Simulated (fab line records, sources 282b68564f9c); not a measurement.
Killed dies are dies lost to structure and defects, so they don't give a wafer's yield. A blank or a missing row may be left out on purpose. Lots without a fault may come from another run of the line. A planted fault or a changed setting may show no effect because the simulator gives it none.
Split-lot experiment | flow rit_cmos | 5 lots, 23 wafers read, on a route of 202 steps

THE SPLIT
At RIT_PSD_COAT_01 (resist thk 1000 nm), the setting spin_rpm was moved away from the recipe's 3250 rpm on 8 of the 23 wafers read, by -4.6% to +6.5%. The other wafers ran this setting at the recipe's value.

FROM THE SPLIT TO THE READING: what the file shows between them, 3 steps
- RIT_PSD_SOFTBAKE_02: time 60 s
- RIT_PSD_EXPOSE_03: exposes mask M10, target cd 40900 nm
- RIT_PSD_DEVELOP_05: develop time 47.92 s

THE READING
NOVOLAK_of_PSD_COAT_01.thk_nm (the simulator's own value, which no gauge read), in nm, at RIT_PSD_HARDBAKE_07 (time 60 s). The file gives no usual value for it. The 15 wafers here that ran the recipe average 886.9 nm, standard deviation 1.8 nm.

wafer  | tool, chamber at the split | spin_rpm as run, rpm | against the recipe | NOVOLAK_of_PSD_COAT_01.thk_nm, nm | against lot-mates on the recipe
L074.2 | litho_track-01, 0          | 3250                 | recipe             | 889.5                             | -
L074.3 | litho_track-01, 0          | 3250                 | recipe             | 887.7                             | -
L074.6 | litho_track-01, 0          | 3250                 | recipe             | 889.6                             | -
L075.1 | litho_track-04, 0          | 3250                 | recipe             | 889.7                             | -
L075.2 | litho_track-04, 0          | 3250                 | recipe             | 886.2                             | -
L075.3 | litho_track-04, 0          | 3099                 | -4.6%              | 910.1                             | +21.8
L075.5 | litho_track-04, 0          | 3250                 | recipe             | 888.9                             | -
L075.6 | litho_track-04, 0          | 3099                 | -4.6%              | 908.5                             | +20.2
L079.1 | litho_track-03, 0          | 3374                 | +3.8%              | 869.2                             | -16.6
L079.2 | litho_track-03, 0          | 3250                 | recipe             | 884.9                             | -
L079.3 | litho_track-03, 0          | 3374                 | +3.8%              | 870.4                             | -15.4
L079.5 | litho_track-03, 0          | 3250                 | recipe             | 887.7                             | -
L079.6 | litho_track-03, 0          | 3250                 | recipe             | 884.8                             | -
L083.1 | litho_track-01, 0          | 3461                 | +6.5%              | 858.6                             | -26.7
L083.2 | litho_track-01, 0          | 3250                 | recipe             | 885.3                             | -
L083.3 | litho_track-01, 0          | 3250                 | recipe             | 885                               | -
L083.5 | litho_track-01, 0          | 3461                 | +6.5%              | 856.9                             | -28.4
L083.6 | litho_track-01, 0          | 3250                 | recipe             | 885.5                             | -
L084.1 | litho_track-04, 0          | 3250                 | recipe             | 885.7                             | -
L084.2 | litho_track-04, 0          | 3320                 | +2.2%              | 876.9                             | -9.3
L084.3 | litho_track-04, 0          | 3250                 | recipe             | 886                               | -
L084.4 | litho_track-04, 0          | 3320                 | +2.2%              | 873.6                             | -12.6
L084.6 | litho_track-04, 0          | 3250                 | recipe             | 886.9                             | -

THE FIT
A straight line over all 23 wafers: NOVOLAK_of_PSD_COAT_01.thk_nm changes by -4.63 nm for each +1% of spin_rpm; r = -0.99; the points scatter about the line by 1.8 nm.
The same after taking each lot's own level away (the mean of its wafers on the recipe; 23 wafers): -4.36 nm for each +1%; r = -0.99; scatter 1.2 nm.
On that fit, the largest move of spin_rpm shifts the reading by 28 nm.
The lots' own levels span 885.27 to 888.93 nm, that is 2.1 times the standard deviation above.
So the lot-to-lot level changes the slope little: the two slopes agree.
Check: with one of the wafers moved furthest among these (+6.5%) left out of the fit, the line predicts -28.8 nm for it against its lot-mates. It came out at -26.7 nm against them.

OTHER SPLITS ON THESE WAFERS
These wafers also went through other splits before the reading. Each is held against what the fit with the lots' levels taken away leaves over:
other split on the same wafers | wafers away from the commonest value | r with NOVOLAK_of_PSD_COAT_01.thk_nm (lot level and that fit taken away)
RIT_NSD_IMPLANT_08 energy_kev  | 9                                    | +0.36

THE WHOLE CHAIN: every reading that the file lists as answering this split, in the file's order
step                | what it does       | reading                                                                        | change (the file's fit)              | r (the file's)
RIT_PSD_COAT_01     | resist thk 1000 nm | NOVOLAK_of_PSD_COAT_01.thk_nm (the simulator's own value, which no gauge read) | -4.98 nm for each +1% of the setting | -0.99
RIT_PSD_HARDBAKE_07 | time 60 s          | NOVOLAK_of_PSD_COAT_01.thk_nm (the simulator's own value, which no gauge read) | -4.36 nm for each +1% of the setting | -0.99

THE FILE'S OWN FIT
NOVOLAK_of_PSD_COAT_01.thk_nm changes by -4.36 nm for each +1% of spin_rpm, r = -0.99.
